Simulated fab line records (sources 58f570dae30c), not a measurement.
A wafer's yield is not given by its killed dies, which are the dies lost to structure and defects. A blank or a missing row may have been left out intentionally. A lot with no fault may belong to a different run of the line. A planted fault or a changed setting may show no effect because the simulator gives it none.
The tool behind it: which one? | flow berkeley_cmos170 | 13 lots, 39 wafers sampled, at 3 steps of a route of 331

WHAT THE GAUGES SHOWED, per wafer
UCB170_M3_RS_MEAS_02: uses a four-point probe to measure.
lot  | measured     | on            | M3_AL_RS (ohm/sq)
L429 | day 8 07:20  | film_metro-01 | 0.0319 0.0316 0.0319
L430 | day 8 14:44  | film_metro-04 | 0.0320 0.0317 0.0321
L431 | day 9 02:20  | film_metro-04 | 0.0325 0.0323 0.0327
L432 | day 9 13:04  | film_metro-02 | 0.0321 0.0324 0.0323
L433 | day 9 14:08  | film_metro-01 | 0.0314 0.0316 0.0313
L434 | day 9 19:05  | film_metro-02 | 0.0320 0.0320 0.0318
L435 | day 10 10:22 | film_metro-04 | 0.0317 0.0319 0.0325
L445 | day 12 06:07 | film_metro-02 | 0.0318 0.0318 0.0206
L448 | day 13 01:55 | film_metro-04 | 0.0317 0.0316 0.0315
L449 | day 13 05:10 | film_metro-01 | 0.0316 0.0314 0.0313
L452 | day 14 00:17 | film_metro-02 | 0.0328 0.0325 0.0326
L451 | day 14 00:37 | film_metro-04 | 0.0317 0.0319 0.0320
L450 | day 14 01:28 | film_metro-04 | 0.0327 0.0325 0.0327

UCB170_M3_THK_MEAS_03: measures by xrf.
lot  | measured     | on            | M3_AL_THK (nm)
L429 | day 8 07:27  | film_metro-01 | 910 918 911
L430 | day 8 14:51  | film_metro-04 | 904 906 892
L431 | day 9 02:26  | film_metro-04 | 892 899 881
L432 | day 9 13:10  | film_metro-02 | 905 895 899
L433 | day 9 14:16  | film_metro-01 | 928 919 926
L434 | day 9 19:12  | film_metro-02 | 905 909 919
L435 | day 10 10:28 | film_metro-04 | 914 902 893
L445 | day 12 06:14 | film_metro-02 | 911 911 1403
L448 | day 13 02:01 | film_metro-04 | 924 920 916
L449 | day 13 05:16 | film_metro-01 | 912 924 929
L452 | day 14 00:25 | film_metro-02 | 886 891 896
L451 | day 14 00:44 | film_metro-04 | 913 908 903
L450 | day 14 01:34 | film_metro-04 | 884 893 883

WHAT TOOL EACH LOT RAN ON (gives the tool, then ch and the chambers of the sampled wafers, and finally the start)
lot  | UCB170_M3_SPUTTER_01
L429 | pvd_sputter-02, day 8 07:15
L430 | pvd_sputter-04, day 8 14:38
L431 | pvd_sputter-02, day 9 02:13
L432 | pvd_sputter-04, day 9 12:57
L433 | pvd_sputter-03, day 9 14:03
L434 | pvd_sputter-02, day 9 19:00
L435 | pvd_sputter-04, day 10 10:16
L445 | pvd_sputter-03, day 12 06:01
L448 | pvd_sputter-04, day 13 01:48
L449 | pvd_sputter-04, day 13 05:04
L452 | pvd_sputter-02, day 14 00:13
L451 | pvd_sputter-04, day 14 00:31
L450 | pvd_sputter-02, day 14 01:22
- UCB170_M3_SPUTTER_01: material Al, target thk 900 nm, time 120 s.

WHAT THE TOOLS THEMSELVES READ (means of the sampled wafers that have a number; where no wafer has one, the mark that the record gives instead)
UCB170_M3_SPUTTER_01.
lot  | tool           | throttle_valve_pct (%)
L429 | pvd_sputter-02 | 30.6
L430 | pvd_sputter-04 | 30.3
L431 | pvd_sputter-02 | 30.7
L432 | pvd_sputter-04 | 30.1
L433 | pvd_sputter-03 | 30.4
L434 | pvd_sputter-02 | 30.5
L435 | pvd_sputter-04 | 30.2
L445 | pvd_sputter-03 | 29.7
L448 | pvd_sputter-04 | 29.6
L449 | pvd_sputter-04 | 30.4
L452 | pvd_sputter-02 | 30.4
L451 | pvd_sputter-04 | 29.8
L450 | pvd_sputter-02 | 30.2

THE ANSWER, worked out from the rows above alone
Rule: what is usual is taken from the lots themselves. The widest of any qualifying gaps counts: lots, ordered by their means at a reading, are off when they make up no more than a third of the lots, leave a main group of 4 or more, and stand apart from it by 3 or more times the standard deviation of that group's means. Not used: any main group whose means are identical at the precision the tables above print for the reading. A lot without any number at a reading at which 4 lots or more have one is off too. All remaining lots with rows at the step are treated as sound. After the gauges, taken in route order, come the tools' own readings; for these a lot's mean is taken, as printed above. At the first step where some lot is off, the reading lying furthest off is the one used; lots without a number count as furthest.
Off: at UCB170_M3_RS_MEAS_02 (M3_AL_RS), L445. Mean 0.0320 ohm/sq and standard deviation 0.00041 in the main group.
If a tool, at a process step before that reading, ran all the lots that are off and no sound lot after the first of them, it fits. Gauges at UCB170_M3_RS_MEAS_02: tried the same way as those tools. One fits: UCB170_M3_SPUTTER_01 on pvd_sputter-03. Its last sound lot is L433 (day 9 14:03), its first lot that is off L445 (day 12 06:01): a fault that began between those two fits.

WHAT WAS PUT IN BY THE SIMULATOR
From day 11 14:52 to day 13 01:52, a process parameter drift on pvd_sputter-03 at UCB170_M3_SPUTTER_01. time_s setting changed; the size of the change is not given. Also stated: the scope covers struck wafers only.
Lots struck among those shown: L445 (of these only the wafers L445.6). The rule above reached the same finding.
